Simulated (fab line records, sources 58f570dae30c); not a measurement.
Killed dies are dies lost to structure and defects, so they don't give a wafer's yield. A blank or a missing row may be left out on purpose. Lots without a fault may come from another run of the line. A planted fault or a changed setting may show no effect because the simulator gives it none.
fab line records | flow berkeley_cmos170
record lots=14 wafers=42 last_day=11
route steps=331 shown CONTACT@231 M1@248 V1@256
lots that met no fault: from a run of the same line without faults
start_h: hours from the record's first day to the start of the lot's first wafer shown | wait_h: hours since the lot's step before | " the same as in the row above | L1.1+2: a row that stands for several wafers | - no value, or no start given | * or withheld: withheld | < > ~ a bound
route shown NAME@n: a module of which the file shows steps, and the number in the route of the first | usual: mean/standard deviation of fault-free wafers | same: alike in all rows | chamber/n: place in a boat | sites: the reading at each site | _std_site: their standard deviation | _edge_site: outer sites' mean less inner sites' | radius_mm: how far each site lies from the wafer's centre | mask NAME#n: copy n | behind: the tool/chamber that last shaped the wafer | hold: why the lot was held/for how many hours/how that ended | device: the transistor (n, p or np) that didn't switch | end of line: the same wafers' tests at the end of the route | a step without rows: its recipe alone | killed: dies lost to structure and defects at the first sort, not the wafer's yield | map: a wafer's dies, x killed, . not, _ none there
set.NAME: the setting as run; set.NAME@STEP: as run at that earlier step | model.NAME: the simulator's own value behind a step, which no gauge read
steps of the route over a sample of lots; a table a step, a row a wafer
services: from which hour (start_h, from the record's first day; less than 0 if before it) a tool's chamber was out of use, for how many hours, and why
## steps
# step UCB170_CONTACT_CD_MEAS_15
# recipe target_cd_nm=700
# usual cd_nm=700.0/1.4
# columns lot.wafer tool chamber start_h wait_h cd_nm
L415.1 cd_sem-01 - 145.20 - 699.9
L415.2 " - " " 699.7
L415.3 " - " " 701.0
L416.1 cd_sem-01 - 155.60 - 699.7
L416.5 " - " " 699.7
L416.6 " - " " 701.2
L418.1 cd_sem-02 - 169.09 - 699.4
L418.4 " - " " 699.3
L418.5 " - " " 699.2
L420.1 cd_sem-01 - 180.41 - 698.9
L420.3 " - " " 698.0
L420.4 " - " " 697.1
L425.1 cd_sem-01 - 196.09 - 700.6
L425.3 " - " " 701.1
L425.4 " - " " 701.0
L424.1 cd_sem-01 - 196.21 - 702.3
L424.2 " - " " 701.8
L424.5 " - " " 701.4
L423.1 cd_sem-01 - 197.99 - 699.8
L423.3 " - " " 700.0
L423.5 " - " " 700.6
L426.3 cd_sem-02 - 214.14 - 700.4
L426.4 " - " " 700.3
L426.6 " - " " 699.4
L428.4 cd_sem-02 - 225.53 - 701.3
L428.5 " - " " 703.2
L428.6 " - " " 700.1
L430.2 cd_sem-01 - 225.68 - 698.1
L430.4 " - " " 697.1
L430.6 " - " " 698.9
L429.1 cd_sem-01 - 232.78 - 700.1
L429.2 " - " " 699.4
L429.5 " - " " 700.2
L433.1 cd_sem-01 - 249.18 - 699.0
L433.3 " - " " 698.7
L433.5 " - " " 697.2
L436.2 cd_sem-01 - 249.48 - 701.6
L436.3 " - " " 699.9
L436.6 " - " " 700.8
L437.1 cd_sem-01 - 250.48 - 698.2
L437.2 " - " " 698.6
L437.4 " - " " 698.7
# step UCB170_CONTACT_OVL_MEAS_16
# usual CONTACT_OVL=-5/5
# columns lot.wafer tool chamber start_h wait_h CONTACT_OVL[nm]
L415.1 overlay-02 - 145.32 0.1 -5
L415.2 " - " " -1
L415.3 " - " " 1
L416.1 overlay-02 - 155.72 0.1 -2
L416.5 " - " " -4
L416.6 " - " " -7
L418.1 overlay-02 - 169.21 0.1 1
L418.4 " - " " -2
L418.5 " - " " 2
L420.1 overlay-02 - 180.53 0.1 -8
L420.3 " - " " -7
L420.4 " - " " -3
L425.1 overlay-01 - 196.21 0.1 -10
L425.3 " - " " -7
L425.4 " - " " -1
L424.1 overlay-01 - 196.33 0.1 -2
L424.2 " - " " -5
L424.5 " - " " 0
L423.1 overlay-02 - 198.11 0.1 -12
L423.3 " - " " -13
L423.5 " - " " -14
L426.3 overlay-02 - 214.23 0.1 -10
L426.4 " - " " -2
L426.6 " - " " 1
L428.4 overlay-02 - 225.61 0.1 -1
L428.5 " - " " -8
L428.6 " - " " -4
L430.2 overlay-01 - 225.79 0.1 4
L430.4 " - " " -3
L430.6 " - " " -4
L429.1 overlay-02 - 232.90 0.1 -5
L429.2 " - " " -11
L429.5 " - " " -9
L433.1 overlay-02 - 249.30 0.1 -11
L433.3 " - " " -5
L433.5 " - " " -15
L436.2 overlay-01 - 249.58 0.1 -4
L436.3 " - " " -4
L436.6 " - " " -4
L437.1 overlay-01 - 250.60 0.1 -1
L437.2 " - " " -8
L437.4 " - " " -10
# step UCB170_M1_OVL_MEAS_10
# usual M1_OVL=-7/4.8
# columns lot.wafer tool chamber start_h wait_h M1_OVL[nm]
L415.1 overlay-02 - 148.14 0.1 -2
L415.2 " - " " -8
L415.3 " - " " -1
L416.1 overlay-01 - 157.91 0.1 -4
L416.5 " - " " -5
L416.6 " - " " -5
L418.1 overlay-02 - 171.70 0.1 -3
L418.4 " - " " -11
L418.5 " - " " -1
L420.1 overlay-02 - 182.41 0.1 -1
L420.3 " - " " 2
L420.4 " - " " -5
L425.1 overlay-01 - 198.94 0.1 -12
L425.3 " - " " -14
L425.4 " - " " -9
L424.1 overlay-02 - 199.11 0.1 -10
L424.2 " - " " -5
L424.5 " - " " -4
L423.1 overlay-02 - 200.36 0.1 -7
L423.3 " - " " -2
L423.5 " - " " -5
L426.3 overlay-02 - 216.52 0.1 -9
L426.4 " - " " -4
L426.6 " - " " -2
L428.4 overlay-01 - 228.52 0.1 -9
L428.5 " - " " -7
L428.6 " - " " -4
L430.2 overlay-01 - 228.67 0.1 -3
L430.4 " - " " -1
L430.6 " - " " -7
L429.1 overlay-02 - 236.10 0.1 -12
L429.2 " - " " -10
L429.5 " - " " -11
L433.1 overlay-02 - 252.14 0.1 -12
L433.3 " - " " -10
L433.5 " - " " -10
L436.2 overlay-02 - 252.97 0.1 2
L436.3 " - " " 7
L436.6 " - " " -5
L437.1 overlay-02 - 253.29 0.1 -4
L437.2 " - " " -13
L437.4 " - " " -11
# step UCB170_V1_CMP_02
# recipe material=SiO2 down_force_psi=6 platen_rpm=60 pad_velocity_m_s=0.75398
# usual edge_zone_pressure_frac=1.000/0.005 head_pressure_psi=6.000/0.013 motor_current_A=16.4/1.4
# columns lot.wafer tool chamber start_h wait_h edge_zone_pressure_frac head_pressure_psi motor_current_A
L415.2 cmp-02 3 150.99 0.0 1.010 6.003 16.0
L415.1 " 0 " " 1.008 5.984 15.6
L415.3 " 2 " " 0.993 5.990 15.3
L416.1 cmp-02 1 162.07 0.2 1.002 6.014 17.7
L416.6 " 2 " " 0.999 5.999 16.2
L416.5 " 3 " " 1.003 5.981 16.6
L418.1 cmp-02 3 175.54 0.1 1.000 5.973 17.3
L418.4 " 1 " " 1.010 6.008 15.9
L418.5 " 3 " " 0.996 5.982 16.3
L420.1 cmp-01 3 187.24 0.3 0.999 5.990 18.5
L420.3 " 0 " " 1.000 5.997 15.4
L420.4 " 1 " " 1.003 6.012 17.7
L424.2 cmp-01 2 204.64 0.0 0.992 6.014 13.9
L424.1 " 0 " " 0.995 5.991 14.4
L424.5 " 2 " " 1.000 5.994 14.2
L423.1 cmp-01 3 204.94 0.3 0.996 5.975 18.9
L423.3 " 1 " " 0.994 6.008 18.2
L423.5 " 3 " " 1.000 6.002 17.9
L425.3 cmp-02 1 204.99 0.2 0.993 6.005 17.7
L425.1 " 2 " " 1.009 5.988 16.3
L425.4 " 3 " " 0.992 6.018 15.7
L426.4 cmp-01 3 222.12 0.0 1.004 5.986 17.8
L426.3 " 2 " " 0.993 6.003 14.4
L426.6 " 3 " " 1.002 5.992 17.8
L428.4 cmp-02 2 230.93 0.4 1.005 5.974 16.1
L428.6 " 1 " " 1.002 6.006 18.1
L428.5 " 2 " " 1.001 5.967 15.9
L430.4 cmp-01 2 233.43 0.1 0.996 5.998 14.6
L430.2 " 0 " " 0.996 6.000 14.7
L430.6 " 2 " " 0.990 6.016 14.7
L429.2 cmp-02 0 238.21 0.0 - - -
L429.1 " 1 " " - - -
L429.5 " 1 " " - - -
L433.1 cmp-01 3 255.39 0.1 - - -
L433.3 " 1 " " - - -
L433.5 " 0 " " - - -
L436.2 cmp-02 0 255.39 0.0 1.002 6.015 16.2
L436.3 " 2 " " 1.005 6.009 15.5
L436.6 " 0 " " 0.998 6.014 16.2
L437.1 cmp-02 2 255.74 0.2 1.001 5.992 16.6
L437.2 " 3 " " 0.996 5.985 15.8
L437.4 " 0 " " 1.002 5.987 15.5
# step UCB170_V1_THK_MEAS_04
# recipe reads=SiO2_of_V1_CVD_00
# usual V1_POLISHED_THK=1000.1/1.6
# columns lot.wafer tool chamber start_h wait_h V1_POLISHED_THK[nm]
L415.1 film_metro-02 - 151.41 0.1 999.9
L415.2 " - " " 1000.7
L415.3 " - " " 1001.0
L416.1 film_metro-03 - 162.34 0.1 997.6
L416.5 " - " " 999.5
L416.6 " - " " 998.7
L418.1 film_metro-03 - 175.91 0.1 1000.6
L418.4 " - " " 998.3
L418.5 " - " " 1001.3
L420.1 film_metro-01 - 187.61 0.1 1001.9
L420.3 " - " " 1001.2
L420.4 " - " " 1000.0
L424.1 film_metro-03 - 205.06 0.1 999.1
L424.2 " - " " 998.1
L424.5 " - " " 998.0
L423.1 film_metro-02 - 205.36 0.1 1001.3
L423.3 " - " " 1000.3
L423.5 " - " " 997.9
L425.1 film_metro-03 - 205.36 0.1 1001.7
L425.3 " - " " 996.7
L425.4 " - " " 998.9
L426.3 film_metro-01 - 222.56 0.1 1000.7
L426.4 " - " " 1003.4
L426.6 " - " " 1002.5
L428.4 film_metro-03 - 231.33 0.1 1000.7
L428.5 " - " " 999.9
L428.6 " - " " 995.0
L430.2 film_metro-03 - 233.81 0.1 1000.3
L430.4 " - " " 998.1
L430.6 " - " " 999.4
L429.1 film_metro-03 - 238.63 0.1 1964.1
L429.2 " - " " 1995.5
L429.5 " - " " 1984.1
L433.1 film_metro-03 - 255.81 0.1 1962.9
L433.3 " - " " 1945.6
L433.5 " - " " 2015.7
L436.2 film_metro-01 - 255.82 0.1 1001.8
L436.3 " - " " 1003.0
L436.6 " - " " 1001.5
L437.1 film_metro-03 - 256.11 0.1 1001.2
L437.2 " - " " 999.2
L437.4 " - " " 1000.2
# step UCB170_V1_ETCH_14
# recipe chemistry=CHF3/CF4/Ar target=SiO2 stop_on=Al CHF3_flow_sccm=45 cf4_flow_sccm=15 Ar_flow_sccm=150 pressure_mtorr=200 rf_w=700 target_depth_a=12500 over_etch_frac=0.25 time_s=291
# usual cf4_flow_sccm=15.00/0.044 drypump_motor_current_A=5.8/0.43 oes_product_au=0.865/0.011 rf_fwd_power_W=698.0/1.9 throttle_valve_pct=6.99/0.11
# same time_s=291
# columns lot.wafer tool chamber start_h wait_h cf4_flow_sccm drypump_motor_current_A oes_product_au rf_fwd_power_W rf_hours_counter_h throttle_valve_pct
L415.1 rie_diel-04 3 152.77 0.0 15.07 5.3 0.875 698.7 13 6.78
L415.2 " 1 " " 14.96 6.3 0.852 700.6 18 7.00
L415.3 " 0 " " 14.98 5.9 0.853 694.0 16 7.02
L416.1 rie_diel-01 1 164.39 0.0 14.99 5.0 0.860 700.6 134 7.11
L416.5 " 1 " " 15.06 5.0 0.868 700.3 - 7.11
L416.6 " 2 " " 15.02 5.7 0.884 700.1 - 6.98
L418.1 rie_diel-02 3 177.67 0.0 15.02 5.5 0.868 699.4 33 7.16
L418.4 " 0 " " 14.98 6.0 0.853 698.0 110 6.93
L418.5 " 2 " " 15.06 6.4 0.852 698.2 - 7.12
L420.1 rie_diel-04 1 190.35 0.0 14.95 6.3 0.870 695.1 20 7.03
L420.3 " 0 " " 15.03 5.9 0.861 702.6 18 7.02
L420.4 " 2 " " 15.08 6.3 0.880 698.4 142 6.97
L424.1 rie_diel-01 0 209.36 0.0 15.03 6.3 0.882 699.0 91 6.94
L424.2 " 3 " " 15.02 5.7 0.860 697.1 14 6.87
L424.5 " 1 " " 15.04 5.0 0.860 701.3 - 7.11
L425.1 rie_diel-02 0 209.55 0.0 15.00 6.0 0.862 698.9 112 6.92
L425.3 " 1 " " 14.90 5.9 0.870 699.4 80 7.07
L425.4 " 2 " " 14.95 6.4 0.858 699.4 13 7.13
L423.1 rie_diel-01 3 210.08 0.0 15.02 5.6 0.857 699.2 14 6.87
L423.3 " 0 " " 14.95 6.3 0.872 699.3 91 6.95
L423.5 " 0 " " 14.97 6.3 0.874 700.6 - 6.95
L426.3 rie_diel-01 2 226.09 0.0 15.00 5.7 0.866 695.6 0 6.95
L426.4 " 1 " " 15.01 5.0 0.875 697.6 137 7.12
L426.6 " 3 " " 14.97 5.7 0.864 696.9 - 6.89
L428.4 rie_diel-01 1 235.61 0.1 14.95 5.0 0.865 704.4 - 7.13
L428.5 " 3 " " 14.99 5.6 0.859 696.5 - 6.88
L428.6 " 0 " " 15.02 6.2 0.864 698.1 - 6.95
L430.2 rie_diel-02 0 238.61 0.0 15.01 6.0 0.855 696.4 113 6.93
L430.4 " 1 " " 15.03 5.9 0.866 699.6 81 7.06
L430.6 " 0 " " 15.03 6.0 0.854 698.6 - 6.91
L429.1 rie_diel-02 3 241.91 0.0 14.99 5.5 1.620 700.3 35 7.21
L429.2 " 0 " " 14.98 6.0 1.574 699.1 113 6.94
L429.5 " 3 " " 14.96 5.5 1.629 698.9 - 7.23
L436.2 rie_diel-02 0 257.46 0.0 15.06 6.0 0.853 696.0 114 6.91
L436.3 " 2 " " 15.01 6.4 0.842 695.7 16 7.11
L436.6 " 2 " " 14.99 6.4 0.855 695.2 - 7.11
L433.1 rie_diel-01 1 257.80 0.0 15.09 5.0 1.630 698.3 0 7.15
L433.3 " 0 " " 15.06 6.3 1.604 698.5 93 6.99
L433.5 " 1 " " 14.99 5.0 1.626 698.3 - 7.15
L437.1 rie_diel-01 1 259.33 0.0 14.99 5.0 0.895 698.1 0 7.10
L437.2 " 2 " " 14.98 5.7 0.872 696.9 2 6.95
L437.4 " 0 " " 15.07 6.3 0.879 698.7 94 6.95
## services
# columns tool chamber start_h hours kind
cmp-02 - 132.03 0.8 repair
cmp-01 - 132.96 0.3 repair
cmp-01 - 140.04 7.0 pm
rie_diel-01 0 156.01 6.6 repair
rie_diel-01 3 162.95 6.2 repair
rie_diel-02 1 168.39 8.0 repair
rie_diel-04 1 179.49 4.3 repair
cmp-02 - 190.14 2.2 repair
rie_diel-01 2 199.48 - clean
rie_diel-01 2 199.48 15.7 scheduled_down
rie_diel-01 2 199.48 15.7 vent_cycle
cmp-02 - 201.30 2.4 repair
cmp-02 - 220.95 0.7 repair
cmp-02 - 232.00 4.0 pm
rie_diel-04 2 232.41 - clean
rie_diel-04 2 232.41 16.2 scheduled_down
rie_diel-04 2 232.41 16.2 vent_cycle
rie_diel-01 2 232.74 5.2 repair
rie_diel-02 - 233.14 2.8 pm
cmp-02 - 236.00 - consumable_replace:conditioner
cmp-02 - 236.00 - consumable_replace:pad
rie_diel-01 1 238.00 - clean
rie_diel-01 1 238.00 15.5 scheduled_down
rie_diel-01 1 238.00 15.5 vent_cycle
## key
first_sign step=UCB170_V1_CMP_02 reading=tool_record direction=missing
effect step=UCB170_V1_THK_MEAS_04 reading=V1_POLISHED_THK direction=up sigmas=99+ usual=1000.1 struck=1978.0
effect step=UCB170_V1_ETCH_14 reading=oes_product_au direction=up sigmas=70 usual=0.865 struck=1.614
met_at UCB170_V1_CMP_02
struck_lots L429,L433
later_rows_left_out L429.1,L429.2,L429.5,L433.1,L433.3,L433.5
sort_left_out L429.1,L429.2,L429.5,L433.1,L433.3,L433.5
not_acting_at UCB170_CONTACT_CD_MEAS_15,UCB170_CONTACT_OVL_MEAS_16,UCB170_M1_OVL_MEAS_10
onset_between 233.43 238.21
fault kind=skipped_step_whole tool=cmp-01,cmp-02 chamber=- onset_h=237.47 steps=UCB170_V1_CMP_02 scope=struck_lots_only
# sort_left_out: the simulated sort isn't trusted on such a fault, so these wafers' sort isn't shown, and their yield isn't known
# later_rows_left_out: the simulator's readings of these wafers behind a module that went badly wrong aren't trusted and aren't shown, but for the sort
